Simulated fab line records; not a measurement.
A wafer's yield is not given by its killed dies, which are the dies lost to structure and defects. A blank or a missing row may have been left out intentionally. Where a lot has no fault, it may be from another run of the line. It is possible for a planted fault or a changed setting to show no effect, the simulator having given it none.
Which tool is to blame?	flow berkeley_cmos170	18 wafers from 6 lots sampled at 3 of the route's 331 steps

WHAT THE GAUGES READ, wafer by wafer
UCB170_M1_RS_MEAS_01: measures by four-point-probe.
lot	measured	on	M1_AL_RS (ohm/sq)
L124	day 7 07:40	film_metro-02	0.0473 0.0476 0.0469
L129	day 8 06:31	film_metro-03	0.0471 0.0468 0.0464
L131	day 8 11:20	film_metro-02	0.0474 0.0476 0.0470
L132	day 8 13:21	film_metro-02	0.0477 0.0477 0.0473
L136	day 9 20:57	film_metro-01	0.0546 0.0478 0.0549
L142	day 10 18:42	film_metro-03	0.0464 0.0470 0.0467

EACH LOT AND THE TOOL THAT RAN IT (in order: tool; ch and the chambers of the sampled wafers; start)
lot	UCB170_CONTACT_STRIP_19	UCB170_M1_SPUTTER_00
L124	plasma_asher-04 ch 0,1, day 7 07:12	pvd_sputter-04, day 7 07:35
L129	plasma_asher-02 ch 0,1, day 8 06:04	pvd_sputter-03, day 8 06:27
L131	plasma_asher-02 ch 0,1, day 8 10:52	pvd_sputter-04, day 8 11:16
L132	plasma_asher-04 ch 0,1, day 8 12:52	pvd_sputter-02, day 8 13:14
L136	plasma_asher-02 ch 0,1, day 9 20:28	pvd_sputter-03, day 9 20:51
L142	plasma_asher-04 ch 0,1, day 10 18:14	pvd_sputter-04, day 10 18:38
- UCB170_CONTACT_STRIP_19: strips in O2.
- UCB170_M1_SPUTTER_00: material Al, target thk 600 nm, time 82.13 s.

THE ANSWER, worked out from the rows above alone
Rule: the lots themselves supply what counts as usual. The widest of any qualifying gaps counts: lots, ordered by their means at a reading, are off when they make up no more than a third of the lots, leave a main group of 4 or more, and stand apart from it by 3 or more times the standard deviation of that group's means. Not used: any main group whose means are identical at the precision the tables above print for the reading. Also off: a lot with no number at a reading for which 4 or more lots have one. All remaining lots with rows at the step are treated as sound.
Off: L136, at UCB170_M1_RS_MEAS_01 (M1_AL_RS). The main group: mean 0.0471 ohm/sq, standard deviation 0.00034.
If a tool, at a process step before that reading, ran all the lots that are off and no sound lot after the first of them, it fits. Gauges at UCB170_M1_RS_MEAS_01: tried the same way as those tools. Can't be told from this: 3 tools fit, plasma_asher-02 at UCB170_CONTACT_STRIP_19, pvd_sputter-03 at UCB170_M1_SPUTTER_00, film_metro-01 at UCB170_M1_RS_MEAS_01.

WHAT THE SIMULATOR HAD PUT IN
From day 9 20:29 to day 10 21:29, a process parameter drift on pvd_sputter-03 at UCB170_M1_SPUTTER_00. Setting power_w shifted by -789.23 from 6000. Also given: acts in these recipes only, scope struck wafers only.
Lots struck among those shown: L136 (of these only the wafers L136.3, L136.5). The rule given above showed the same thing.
